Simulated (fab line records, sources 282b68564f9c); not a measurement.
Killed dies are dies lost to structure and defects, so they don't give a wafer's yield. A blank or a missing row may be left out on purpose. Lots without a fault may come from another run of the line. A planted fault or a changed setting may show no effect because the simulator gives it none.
Split-lot experiment | flow rit_cmos | 5 lots, 23 wafers read, on a route of 202 steps

THE SPLIT
At RIT_ACTIVE_CVD_03 (deposits Si3N4 from SiH2Cl2/NH3, target thk 150 nm, time 1500 s), the setting temp_c was moved away from the recipe's 810 C on 15 of the 23 wafers read, by -2.1% to +1.4%. The other wafers ran this setting at the recipe's value.

FROM THE SPLIT TO THE READING: what the file shows between them, 6 steps
- RIT_ACTIVE_THK_MEAS_04
- RIT_ACTIVE_COAT_06: resist thk 1000 nm (also split here: resist_thk_nm)
- RIT_ACTIVE_SOFTBAKE_07: time 60 s
- RIT_ACTIVE_EXPOSE_08: exposes mask M1, target cd 1400 nm
- RIT_ACTIVE_DEVELOP_10: develop time 50 s
- RIT_ACTIVE_HARDBAKE_12: time 60 s

THE READING
oes_product_au, in a.u., at RIT_ACTIVE_ETCH_13 (etches Si3N4 in SF6, stops on SiO2, time 210 s, target depth 210 nm). Fault-free wafers of this fab line usually give 0.823 a.u., standard deviation 0.011 a.u..

wafer  | tool, chamber at the split | temp_c as run, C | against the recipe | oes_product_au, a.u. | against lot-mates on the recipe
L074.1 | -, -                       | 819.5            | +1.2%              | 0.896                | no lot-mate on the recipe
L074.2 | -, -                       | 819.5            | +1.2%              | 0.916                | no lot-mate on the recipe
L074.3 | -, -                       | 819.5            | +1.2%              | 0.907                | no lot-mate on the recipe
L074.4 | -, -                       | 819.5            | +1.2%              | 0.916                | no lot-mate on the recipe
L074.6 | -, -                       | 819.5            | +1.2%              | 0.887                | no lot-mate on the recipe
L076.1 | -, -                       | 810              | recipe             | 0.826                | -
L076.3 | -, -                       | 810              | recipe             | 0.825                | -
L076.4 | -, -                       | 810              | recipe             | 0.833                | -
L076.5 | -, -                       | 810              | recipe             | 0.821                | -
L076.6 | -, -                       | 810              | recipe             | 0.828                | -
L077.1 | -, -                       | 792.6            | -2.1%              | 0.686                | no lot-mate on the recipe
L077.2 | -, -                       | 792.6            | -2.1%              | 0.709                | no lot-mate on the recipe
L077.3 | -, -                       | 792.6            | -2.1%              | 0.695                | no lot-mate on the recipe
L077.4 | -, -                       | 792.6            | -2.1%              | 0.702                | no lot-mate on the recipe
L077.6 | -, -                       | 792.6            | -2.1%              | 0.707                | no lot-mate on the recipe
L080.3 | lpcvd-01, 1                | 810              | recipe             | 0.819                | -
L080.5 | lpcvd-01, 1                | 810              | recipe             | 0.822                | -
L080.6 | lpcvd-01, 1                | 810              | recipe             | 0.808                | -
L082.1 | -, -                       | 821.3            | +1.4%              | 0.916                | no lot-mate on the recipe
L082.3 | -, -                       | 821.3            | +1.4%              | 0.901                | no lot-mate on the recipe
L082.4 | -, -                       | 821.3            | +1.4%              | 0.912                | no lot-mate on the recipe
L082.5 | -, -                       | 821.3            | +1.4%              | 0.912                | no lot-mate on the recipe
L082.6 | -, -                       | 821.3            | +1.4%              | 0.914                | no lot-mate on the recipe

THE FIT
A straight line over all 23 wafers: oes_product_au changes by +0.0606 a.u. for each +1% of temp_c; r = +0.99; the points scatter about the line by 0.0095 a.u..
Too few moved wafers have a lot-mate on the recipe to fit a line with each lot's own level taken away.

THE WHOLE CHAIN: every reading that the file lists as answering this split, in the file's order
step                   | what it does                                                        | reading                                                                        | change (the file's fit)                  | r (the file's)
RIT_ACTIVE_CVD_03      | deposits Si3N4 from SiH2Cl2/NH3, target thk 150 nm, time 1500 s     | Si3N4_of_ACTIVE_CVD_03.thk_nm (the simulator's own value, which no gauge read) | +21 nm for each +1% of the setting       | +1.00
RIT_ACTIVE_THK_MEAS_04 |                                                                     | ACTIVE_NITRIDE_THK                                                             | +21 for each +1% of the setting          | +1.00
RIT_ACTIVE_ETCH_13     | etches Si3N4 in SF6, stops on SiO2, time 210 s, target depth 210 nm | oes_product_au                                                                 | +0.0606 a.u. for each +1% of the setting | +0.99
RIT_ACTIVE_ETCH_13     | etches Si3N4 in SF6, stops on SiO2, time 210 s, target depth 210 nm | ACTIVE.feature_depth_nm (the simulator's own value, which no gauge read)       | +20.8 nm for each +1% of the setting     | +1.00
RIT_ACTIVE_ETCH_13     | etches Si3N4 in SF6, stops on SiO2, time 210 s, target depth 210 nm | etch.depth_nm (the simulator's own value, which no gauge read)                 | +21 nm for each +1% of the setting       | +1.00

THE FILE'S OWN FIT
oes_product_au changes by +0.0606 a.u. for each +1% of temp_c, r = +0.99.
